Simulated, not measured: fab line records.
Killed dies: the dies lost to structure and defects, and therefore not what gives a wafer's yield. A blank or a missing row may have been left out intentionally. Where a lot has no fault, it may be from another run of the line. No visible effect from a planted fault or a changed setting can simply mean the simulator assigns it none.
A single fault, viewed from 2 desks :: flow berkeley cmos170 :: what lay behind the numbers comes last; until then each desk has only its own

METROLOGY DESK
Lot by lot, what the gauges showed, no matter which tool ran the lot: averages of those sampled wafers that carry a number. Any lot whose mean is over 4 standard deviations away from the usual mean is out of limits and marked OUT; that distance is given in the brackets.
Columns: A = cd nm at UCB170_PLDD_CD_MEAS_06, usual 1199.3 nm; B = cd nm at UCB170_PSD_CD_MEAS_06, usual 1199.1 nm; C = PSD_TW at UCB170_PSD_TW_MEAS_10, usual 2332; D = cd nm at UCB170_NSD_CD_MEAS_06, usual 1199.5 nm; E = PSD_RS at UCB170_SDANNEAL_RS_MEAS_02, usual 75.55 ohm/sq
lot: L435
first seen here: day 6 16:58
A: 1198.2
B: 1200.5
C: 2328
D: 1199.9
E: 75.88

lot: L434
first seen here: day 6 17:14
A: 1200.0
B: 1199.9
C: 2364
D: 1199.7
E: 75.80

lot: L438
first seen here: day 7 00:14
A: 1201.6
B: 1199.7
C: 2329
D: 1198.3
E: 75.60

lot: L436
first seen here: day 7 00:16
A: 1199.0
B: 1197.1
C: 2329
D: 1199.0
E: 75.55

lot: L437
first seen here: day 7 00:31
A: 1199.6
B: 1199.4
C: 2357
D: 1200.7
E: 75.45

lot: L440
first seen here: day 7 03:10
A: 1200.2
B: 1197.9
C: 2308
D: 1201.5
E: 75.63

lot: L439
first seen here: day 7 03:24
A: 1197.9
B: 1200.4
C: 2241 (-5.3) OUT
D: 1202.0
E: 77.72 (+8.7) OUT

lot: L441
first seen here: day 7 19:30
A: 1198.7
B: 1200.9
C: 2215 (-6.9) OUT
D: 1197.5
E: 77.75 (+8.8) OUT

lot: L447
first seen here: day 9 05:24
A: 1198.1
B: 1198.9
C: 2318
D: 1201.1
E: 76.07

lot: L453
first seen here: day 10 10:15
A: 1196.5
B: 1197.4
C: 2310
D: 1200.4
E: 75.26

lot: L457
first seen here: day 11 03:14
A: 1201.6
B: 1198.3
C: 2319
D: 1199.3
E: 75.41

lot: L456
first seen here: day 11 04:01
A: 1200.2
B: 1199.4
C: 2344
D: 1200.1
E: 75.50

lot: L454
first seen here: day 11 04:10
A: 1196.7
B: 1200.4
C: 2307
D: 1198.4
E: 75.81

lot: L455
first seen here: day 11 04:17
A: 1201.3
B: 1196.4
C: 2307
D: 1198.3
E: 75.53
This desk reports L439, L441 out of limits; the earliest was L439 at day 7 12:01 (PSD_TW at UCB170_PSD_TW_MEAS_10). Within limits: L435, L434, L438, L436, L437, L440, L447, L453, L457, L456, L454, L455.

AT THE TOOL OWNER'S DESK: implanter-02
The tool's own readings at UCB170_PSD_IMPLANT_08, given as means over the sampled wafers that have a number, one for each lot that went through this tool. Any lot whose mean is over 4 standard deviations away from the usual mean is out of limits and marked OUT; that distance is given in the brackets.
Columns: A = beam energy keV at UCB170_PSD_IMPLANT_08, usual 20.001; B = faraday current uA at UCB170_PSD_IMPLANT_08, usual 9265
lot: L435
first seen here: day 7 01:25
A: 19.999
B: 9151

lot: L437
first seen here: day 7 07:27
A: 20.003
B: 9252

lot: L439
first seen here: day 7 11:47
A: 16.404 (-99 or more) OUT
B: 8981

lot: L441
first seen here: day 8 03:58
A: 16.401 (-99 or more) OUT
B: 9082

lot: L454
first seen here: day 11 12:04
A: 20.001
B: 9191
This desk's finding: out of limits on L439, L441; first on L439, day 7 11:47 (beam energy keV at UCB170_PSD_IMPLANT_08). Within limits: L435, L437, L454.

BROUGHT TOGETHER
On L439, L441, at day 7 11:47, an alarm was possible from the tool owner's desk.
L439, L441 would have let the metrology desk raise an alarm at day 7 12:01.
The lots listed all ran UCB170_PSD_IMPLANT_08 on implanter-02.

WHAT HAD BEEN PUT IN BY THE SIMULATOR
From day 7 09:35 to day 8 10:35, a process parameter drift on implanter-02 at UCB170_PSD_IMPLANT_08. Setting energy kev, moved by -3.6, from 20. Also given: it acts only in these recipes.
Shown lots that were struck: L439, L441.
Hours from the fault's start to each desk's first reading out of limits: the tool owner's desk, 2; the metrology desk, 2.
